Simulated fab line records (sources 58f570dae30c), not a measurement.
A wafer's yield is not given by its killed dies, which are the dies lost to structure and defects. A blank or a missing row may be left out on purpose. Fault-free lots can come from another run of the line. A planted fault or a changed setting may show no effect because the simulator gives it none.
Which of the tools did it?	flow berkeley_cmos170	7 lots, 20 wafers sampled, at 4 steps of a route of 331

## WHAT EACH GAUGE READ, for each wafer
UCB170_CONTACT_THK_MEAS_02.
lot	measured	on	CONTACT_PSG_THK (nm)
L684	day 7 14:23	film_metro-01	698 700 697
L685	day 7 20:11	film_metro-03	705 694 698
L688	day 8 14:25	film_metro-04	696 702 694
L686	day 8 14:23	film_metro-01	698 690 698
L694	day 9 13:11	film_metro-03	730 727 729 728
L699	day 10 13:22	film_metro-01	699 695 694
L704	day 11 12:44	film_metro-04	702 699 699

## WHICH TOOL RAN EACH LOT (tool, then ch and the chambers of the sampled wafers, then the start)
lot	UCB170_PSD_STRIP_09	UCB170_SDANNEAL_RTA_00	UCB170_CONTACT_CVD_01
L684	plasma_asher-03 ch 0,1, day 7 05:44	rtp_anneal-02 ch 0, day 7 10:27	lpcvd-02 ch 0, day 7 11:43
L685	plasma_asher-03 ch 0,1, day 7 13:56	rtp_anneal-01 ch 0, day 7 16:37	lpcvd-01 ch 0, day 7 18:23
L688	plasma_asher-02 ch 0,1, day 8 04:20	rtp_anneal-01 ch 0, day 8 07:53	lpcvd-02 ch 0, day 8 12:37
L686	plasma_asher-01 ch 0,1, day 8 04:59	rtp_anneal-02 ch 0, day 8 08:07	lpcvd-02 ch 1, day 8 12:37
L694	plasma_asher-02 ch 0,1, day 9 01:00	rtp_anneal-01 ch 0, day 9 05:13	lpcvd-02 ch 0, day 9 11:24
L699	plasma_asher-02 ch 0,1, day 10 06:15	rtp_anneal-02 ch 0, day 10 09:49	lpcvd-01 ch 1, day 10 11:34
L704	plasma_asher-02 ch 0,1, day 11 05:35	rtp_anneal-01 ch 0, day 11 09:49	lpcvd-01 ch 0, day 11 10:58
- UCB170_PSD_STRIP_09: strips in O2.
- UCB170_SDANNEAL_RTA_00: time 10 s.
- UCB170_CONTACT_CVD_01: deposits PSG from SiH4/O2/PH3, target thk 700 nm, time 2820 s.

## THE ANSWER, worked out from the rows above alone
Rule: usual is defined by the lots themselves. The widest of any qualifying gaps counts: lots, ordered by their means at a reading, are off when they make up no more than a third of the lots, leave a main group of 4 or more, and stand apart from it by 3 or more times the standard deviation of that group's means. The tables above print the reading to a certain number of digits; a main group whose means all agree to those digits is not used. A lot without any number at a reading at which 4 lots or more have one is off too. The other lots that the step has rows for count as sound.
Off: at UCB170_CONTACT_THK_MEAS_02 (CONTACT_PSG_THK), L694. The main group has a mean of 698 nm with a standard deviation of 1.6.
A tool fits if, at a process step before that reading, it ran every lot that is off, and no sound lot after the first of them. Those tools and the gauges at UCB170_CONTACT_THK_MEAS_02 are tried in the same way. Can't be told from this: 2 tools fit, lpcvd-02 at UCB170_CONTACT_CVD_01, film_metro-03 at UCB170_CONTACT_THK_MEAS_02.

## WHAT HAD BEEN PUT IN BY THE SIMULATOR
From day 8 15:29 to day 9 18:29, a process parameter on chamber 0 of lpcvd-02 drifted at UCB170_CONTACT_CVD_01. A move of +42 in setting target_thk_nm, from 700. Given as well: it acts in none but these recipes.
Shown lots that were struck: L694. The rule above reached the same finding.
